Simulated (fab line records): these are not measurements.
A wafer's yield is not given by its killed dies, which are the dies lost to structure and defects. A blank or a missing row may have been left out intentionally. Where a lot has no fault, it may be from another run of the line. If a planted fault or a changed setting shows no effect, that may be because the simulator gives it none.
What tool caused it? ; flow berkeley cmos170 ; 7 lots, 21 wafers sampled, at 1 step of a route of 331

== WHAT THE GAUGES READ, wafer by wafer ==
UCB170_START_BOW_MEAS_00.
lot;measured;on;INCOMING_BOW (um)
L134;day 1 20:00;film metro-02;-8 4 -10
L136;day 2 06:00;film metro-02;0 -3 5
L139;day 2 21:01;film metro-02;-9 1 -3
L147;day 4 13:00;film metro-02;-3 -6 0
L150;day 5 04:01;film metro-02;-2 -5 13
L153;day 5 19:01;film metro-02;-6 16 -7
L155;day 6 05:03;film metro-01;8 -11 -10

== WHAT TOOL EACH LOT RAN ON (gives the tool, then ch and the chambers of the sampled wafers, and finally the start) ==
No process step before these readings appears in the record.

== THE ANSWER, worked out from the rows above alone ==
Rule: the lots themselves supply what counts as usual. Put in order of their means at a reading, lots are off if they are a third of the lots or fewer, leave a main group of 4 or more, and stand apart from it by a gap of 3 or more times the standard deviation of the main group's means; of several such gaps the widest counts. A main group whose means are all the same, to the digits that the tables above print for the reading, isn't used. A lot without any number at a reading at which 4 lots or more have one is off too. All remaining lots with rows at the step are treated as sound.
Across all readings shown, no lot is off: no conclusion can be drawn from this.

== WHAT THE SIMULATOR PUT IN ==
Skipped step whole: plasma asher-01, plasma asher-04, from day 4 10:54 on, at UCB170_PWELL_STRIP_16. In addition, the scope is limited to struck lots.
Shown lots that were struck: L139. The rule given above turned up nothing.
